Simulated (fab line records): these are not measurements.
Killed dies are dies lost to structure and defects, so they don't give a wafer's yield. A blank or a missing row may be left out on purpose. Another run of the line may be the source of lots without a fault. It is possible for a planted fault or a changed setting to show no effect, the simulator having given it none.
Split-lot study	flow rit-cmos	on a route of 202 steps: 5 lots, 23 wafers read

SPLIT DETAILS
At RIT_M1_SPUTTER_00 (material Al, target thk 400 nm, time 500 s), the setting time-s was moved away from the recipe's 500 s on 9 of the 23 wafers read, by -12.3% to +5.8%. All remaining wafers had this setting at the recipe value.

THE PATH FROM SPLIT TO READING: the file shows 1 step between them
- RIT_M1_RS_MEAS_01: measures by four-point-probe

THE READING
M1_AL_THK, in nm, at RIT_M1_THK_MEAS_02 (measures by xrf). Typical for fault-free wafers on this fab line: 398 nm, with standard deviation 4.9 nm.

wafer	tool, chamber at the split	time-s as run, s	against the recipe	M1_AL_THK, nm	against lot-mates on the recipe
L078.1	pvd-sputter-02, -	500	recipe	400	-
L078.2	pvd-sputter-02, -	500	recipe	402	-
L078.3	pvd-sputter-02, -	461.3	-7.7%	373	-28
L078.5	pvd-sputter-02, -	500	recipe	401	-
L078.6	pvd-sputter-02, -	461.3	-7.7%	368	-33
L079.1	pvd-sputter-01, -	438.6	-12.3%	355	-45
L079.2	pvd-sputter-01, -	500	recipe	402	-
L079.4	pvd-sputter-01, -	438.6	-12.3%	352	-48
L079.5	pvd-sputter-01, -	500	recipe	399	-
L079.6	pvd-sputter-01, -	500	recipe	398	-
L080.1	pvd-sputter-02, -	500	recipe	397	-
L080.2	pvd-sputter-02, -	500	recipe	400	-
L080.3	pvd-sputter-02, -	500	recipe	394	-
L080.4	pvd-sputter-02, -	461.5	-7.7%	370	-27
L080.5	pvd-sputter-02, -	461.5	-7.7%	368	-29
L083.1	pvd-sputter-01, -	528.9	+5.8%	412	+14
L083.2	pvd-sputter-01, -	528.9	+5.8%	421	+24
L083.3	pvd-sputter-01, -	528.9	+5.8%	421	+24
L083.4	pvd-sputter-01, -	500	recipe	400	-
L083.6	pvd-sputter-01, -	500	recipe	395	-
L084.1	pvd-sputter-02, -	500	recipe	393	-
L084.4	pvd-sputter-02, -	500	recipe	393	-
L084.6	pvd-sputter-02, -	500	recipe	394	-

FIT RESULTS
A straight line over all 23 wafers: M1_AL_THK changes by +3.59 nm for each +1% of time-s; r = +0.99; the points scatter about the line by 3.2 nm.
The same after taking each lot's own level away (the mean of its wafers on the recipe; 23 wafers): +3.72 nm for each +1%; r = +0.99; scatter 2.4 nm.
That fit puts the effect of the largest move of time-s on the reading at 46 nm.
Measured against the standard deviation above, the lots' own levels, which go from 393.3 to 401.0 nm, span 1.6 times it.
The two slopes are in agreement: the lot-to-lot level therefore moves the slope only a little.
Check: for one of the wafers moved furthest among these (-12.3%), held out of the fit, the line's prediction against its lot-mates is -46.4 nm. Against them it came out at -44.7 nm.

THE WHOLE CHAIN: every reading that the file lists as answering this split, in the file's order
step	what it does	reading	change (the file's fit)	r (the file's)
RIT_M1_SPUTTER_00	material Al, target thk 400 nm, time 500 s	Al_of_M1_SPUTTER_00.thk-nm (the simulator's own value, which no gauge read)	+3.87 nm for each +1% of the setting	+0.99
RIT_M1_RS_MEAS_01	measures by four-point-probe	M1_AL_RS	-0.000792 for each +1% of the setting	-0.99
RIT_M1_THK_MEAS_02	measures by xrf	M1_AL_THK	+3.74 for each +1% of the setting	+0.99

THE FILE'S OWN FIT
M1_AL_THK changes by +3.74 nm for each +1% of time-s, r = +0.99.
